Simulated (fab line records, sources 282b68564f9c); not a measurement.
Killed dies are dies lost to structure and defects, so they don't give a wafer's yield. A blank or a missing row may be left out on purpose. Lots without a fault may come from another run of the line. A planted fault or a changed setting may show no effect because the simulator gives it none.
Which tool did it? | flow rit_cmos | 15 lots, 45 wafers sampled, at 4 steps of a route of 202

WHAT THE GAUGES READ, wafer by wafer
RIT_ACTIVE_THK_MEAS_04.
lot  | measured    | on            | ACTIVE_NITRIDE_THK (nm)
L754 | day 1 14:15 | film_metro-01 | 151.0 150.1 150.2
L756 | day 2 00:16 | film_metro-03 | 148.3 147.4 148.7
L758 | day 2 09:32 | film_metro-02 | 149.6 148.5 148.6
L759 | day 2 14:32 | film_metro-02 | 149.2 149.1 150.0
L761 | day 3 00:51 | film_metro-03 | 150.3 149.7 149.8
L762 | day 3 05:32 | film_metro-01 | 149.6 149.9 150.1
L763 | day 3 10:32 | film_metro-02 | 148.1 149.5 149.4
L764 | day 3 15:32 | film_metro-01 | 150.1 150.4 150.0
L765 | day 3 20:32 | film_metro-03 | 149.4 150.3 149.1
L766 | day 4 02:04 | film_metro-01 | 213.7 213.8 213.6
L767 | day 4 06:56 | film_metro-03 | 215.8 215.9 216.3
L769 | day 4 16:32 | film_metro-01 | 214.8 214.5 214.7
L774 | day 5 19:19 | film_metro-01 | 152.6 152.5 152.2
L776 | day 6 04:14 | film_metro-01 | 150.8 150.1 150.5
L777 | day 6 09:44 | film_metro-02 | 149.5 150.4 149.8

RIT_NWELL_OVL_MEAS_06.
lot  | measured    | on         | NWELL_OVL (nm)
L754 | day 1 21:05 | overlay-01 | -0.3 -1.3 -3.1
L756 | day 2 07:38 | overlay-02 | 0.8 3.9 4.8
L758 | day 2 16:28 | overlay-02 | 0.1 0.6 0.8
L759 | day 3 01:20 | overlay-02 | 0.7 1.1 -0.6
L761 | day 3 07:30 | overlay-02 | -2.0 -2.0 -1.0
L762 | day 3 13:35 | overlay-01 | 0.6 -1.9 0.3
L763 | day 3 17:19 | overlay-01 | -1.9 0.3 -2.2
L764 | day 3 22:15 | overlay-02 | -1.9 -2.5 -2.1
L765 | day 4 05:04 | overlay-02 | -0.8 -3.5 -4.0
L769 | day 4 23:47 | overlay-02 | 0.0 1.9
L774 | day 6 02:06 | overlay-01 | -1.4 -1.9 -1.2
L776 | day 6 11:10 | overlay-01 | -0.4 -1.4 0.6
L777 | day 6 18:16 | overlay-01 | -1.2 -1.8 -1.4

WHICH TOOL RAN EACH LOT (tool, then ch and the chambers of the sampled wafers, then the start)
lot  | RIT_ACTIVE_CVD_03          | RIT_ACTIVE_ETCH_13
L754 | lpcvd-02 ch 1, day 1 12:07 | rie_diel-01 ch 0,2,3, day 1 15:25
L756 | lpcvd-02 ch 1, day 1 22:07 | rie_diel-02 ch 1,2,3, day 2 01:44
L758 | lpcvd-01 ch 0, day 2 08:07 | rie_diel-01 ch 1,2,3, day 2 10:50
L759 | lpcvd-02 ch 1, day 2 13:07 | rie_diel-02 ch 0,1,2, day 2 15:50
L761 | lpcvd-02 ch 1, day 2 23:26 | rie_diel-04 ch 0,1,3, day 3 02:02
L762 | lpcvd-01 ch 1, day 3 04:07 | rie_diel-02 ch 0,1,3, day 3 06:43
L763 | lpcvd-02 ch 0, day 3 09:07 | rie_diel-01 ch 1,2, day 3 11:53
L764 | lpcvd-01 ch 0, day 3 14:07 | rie_diel-04 ch 0,2, day 3 16:43
L765 | lpcvd-01 ch 0, day 3 19:07 | rie_diel-04 ch 0,1,2, day 3 21:50
L766 | lpcvd-01 ch 0, day 4 00:38 | rie_diel-02 ch 1,2, day 4 03:14
L767 | lpcvd-01 ch 0, day 4 05:31 | rie_diel-01 ch 0,2,3, day 4 08:14
L769 | lpcvd-01 ch 0, day 4 15:07 | rie_diel-01 ch 1,3, day 4 17:43
L774 | lpcvd-02 ch 1, day 5 16:07 | rie_diel-01 ch 0,1,3, day 5 20:32
L776 | lpcvd-02 ch 1, day 6 02:07 | rie_diel-01 ch 0,2, day 6 05:42
L777 | lpcvd-02 ch 0, day 6 07:37 | rie_diel-02 ch 0,1,3, day 6 11:12
- RIT_ACTIVE_CVD_03: deposits Si3N4 from SiH2Cl2/NH3, target thk 150 nm, time 1500 s.
- RIT_ACTIVE_ETCH_13: etches Si3N4 in SF6, stops on SiO2, time 210 s, target depth 210 nm.

WHAT THE TOOLS THEMSELVES READ (means of the sampled wafers that have a number; where no wafer has one, the mark that the record gives instead)
RIT_ACTIVE_CVD_03.
lot  | tool     | susceptor_temp_C (C) | zone_power_centre_pct (%)
L754 | lpcvd-02 | 810.05               | 42.0
L756 | lpcvd-02 | 809.76               | 42.0
L758 | lpcvd-01 | 810.09               | 38.9
L759 | lpcvd-02 | 809.72               | 41.6
L761 | lpcvd-02 | 809.97               | 41.8
L762 | lpcvd-01 | 810.33               | 35.6
L763 | lpcvd-02 | 809.88               | 38.4
L764 | lpcvd-01 | 810.08               | 39.1
L765 | lpcvd-01 | 810.13               | 39.2
L766 | lpcvd-01 | 809.77               | 38.7
L767 | lpcvd-01 | 809.70               | 39.0
L769 | lpcvd-01 | 809.73               | 38.6
L774 | lpcvd-02 | 809.79               | 42.5
L776 | lpcvd-02 | 809.81               | 42.1
L777 | lpcvd-02 | 809.73               | 38.1

RIT_ACTIVE_ETCH_13.
lot  | tool        | drypump_motor_current_A (A) | oes_product_au (a.u.) | throttle_valve_pct (%)
L754 | rie_diel-01 | 6.2                         | 0.812                 | 7.52
L756 | rie_diel-02 | 5.6                         | 0.806                 | 7.52
L758 | rie_diel-01 | 5.7                         | 0.816                 | 7.47
L759 | rie_diel-02 | 5.7                         | 0.814                 | 7.50
L761 | rie_diel-04 | 5.6                         | 0.835                 | 7.47
L762 | rie_diel-02 | 5.7                         | 0.806                 | 7.61
L763 | rie_diel-01 | 5.9                         | 0.820                 | 7.51
L764 | rie_diel-04 | 5.7                         | 0.835                 | 7.56
L765 | rie_diel-04 | 5.7                         | 0.837                 | 7.56
L766 | rie_diel-02 | 5.5                         | 0.986                 | 7.39
L767 | rie_diel-01 | 6.1                         | 1.006                 | 7.53
L769 | rie_diel-01 | 5.6                         | 1.015                 | 7.42
L774 | rie_diel-01 | 6.0                         | 0.835                 | 7.46
L776 | rie_diel-01 | 6.3                         | 0.824                 | 7.54
L777 | rie_diel-02 | 5.8                         | 0.812                 | 7.61

THE ANSWER, worked out from the rows above alone
Rule: what is usual is taken from the lots themselves. Put in order of their means at a reading, lots are off if they are a third of the lots or fewer, leave a main group of 4 or more, and stand apart from it by a gap of 3 or more times the standard deviation of the main group's means; of several such gaps the widest counts. A main group whose means are all the same, to the digits that the tables above print for the reading, isn't used. A lot without any number at a reading at which 4 lots or more have one is off too. The other lots that the step has rows for count as sound. The gauges are gone through in route order, then the tools' own readings, and for those a lot's mean is taken as printed above. The first step at which some lot is off is used, and at that step the reading that is off furthest; a lot without a number counts as furthest.
Off: L766, L767, L769, at RIT_ACTIVE_THK_MEAS_04 (ACTIVE_NITRIDE_THK). The main group: mean 149.9 nm, standard deviation 1.
A tool fits if, at a process step before that reading, it ran every lot that is off, and no sound lot after the first of them. The gauges at RIT_ACTIVE_THK_MEAS_04 aren't tried: what is off there is off at RIT_ACTIVE_ETCH_13 too, on other tools, and a gauge's error can't cause that. One fits: lpcvd-01 at RIT_ACTIVE_CVD_03. Its last sound lot is L765 (day 3 19:07), its first lot that is off L766 (day 4 00:38): a fault that began between those two fits.

WHAT THE SIMULATOR HAD PUT IN
Process parameter drift: lpcvd-01, from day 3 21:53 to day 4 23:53, at RIT_ACTIVE_CVD_03. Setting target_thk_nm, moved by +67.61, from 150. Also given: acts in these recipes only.
Lots struck among those shown: L766, L767, L769. The rule above found the same.
